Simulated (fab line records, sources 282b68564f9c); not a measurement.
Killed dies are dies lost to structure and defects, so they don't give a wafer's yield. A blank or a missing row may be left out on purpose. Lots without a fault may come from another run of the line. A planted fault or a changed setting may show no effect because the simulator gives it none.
Problem report in the 8D (eight disciplines) form, filled by code | flow rit_cmos | the parts of the form that need people (team, actions taken, sign-off) are left out

1. THE PROBLEM
spin_speed_rpm at RIT_PWELL_COAT_01 reads a mean of 1379.1 rpm on 6 wafers of 2 lots; wafers without a fault read 2000.2 rpm with a standard deviation of 1.3. That is -99 or more standard deviations from the usual mean.
The step: resist thk 1300 nm.
First seen on wafer L991.1, day 6 14:58, on litho_track-01. The record holds 42 wafers of 14 lots with a number at this step. Rule for "out", or "out of limits": more than 4 standard deviations from the usual mean. The other wafers with a number count as sound.

2. WHAT IT IS AND WHAT IT IS NOT
question                    | is                     | is not
which readings at this step | spin_speed_rpm         | -
which lots                  | L991, L993             | L973, L974, L976, L977, L978, L979, L980, L981, L982, L983, L985, L986
which wafers of those lots  | all that have a number | -
read on which tools         | litho_track-01         | litho_track-03, litho_track-04
when                        | from day 6 14:58       | up to then (36 sound wafers)

3. SUSPECTS, AND WHAT RULES EACH OUT
Counting: a tool at a process step up to the reading stays a suspect if it ran every lot that is out and no sound lot after the first of them.
- litho_track-01 at RIT_PWELL_COAT_01 (resist thk 1300 nm): kept. It ran every lot that is out, first L991 (day 6 14:58), and no sound lot after that; its last sound lot up to then is L985 (day 5 05:57). Its own readings are out on those wafers: spin_speed_rpm.
Left after counting: litho_track-01 at RIT_PWELL_COAT_01.

4. THE CAUSE (what the simulator had put in)
Process parameter drift: litho_track-01, from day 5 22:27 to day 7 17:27, at RIT_PWELL_COAT_01. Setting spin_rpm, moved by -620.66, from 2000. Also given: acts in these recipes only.
Counting left only this tool.

5. THE CHAIN OF EFFECTS, in route order
Each row: a reading whose mean over the struck wafers that have a number lies more than 3 standard deviations from the usual. Only readings for which the record gives a usual standard deviation are gone through. hours: the time from each lot's start at the first step in this table that gives one to its start at this step, as a median over the lots. sigmas: the change in usual standard deviations.
hours | step              | reading        | usual      | on struck wafers | change | sigmas
0     | RIT_PWELL_COAT_01 | spin_speed_rpm | 2000.2 rpm | 1379.1           | -621.1 | -99 or more
The process steps in it:
- RIT_PWELL_COAT_01: resist thk 1300 nm.
Later measuring or inspecting steps at which every struck wafer that the step has a row for has a number for every such reading, and none has moved that far: RIT_CONTACT_OVL_MEAS_09.

6. WHAT WOULD HAVE CAUGHT IT SOONER
In this record the first reading out of limits was taken at day 6 14:58, 17 hours after the fault began at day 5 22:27.
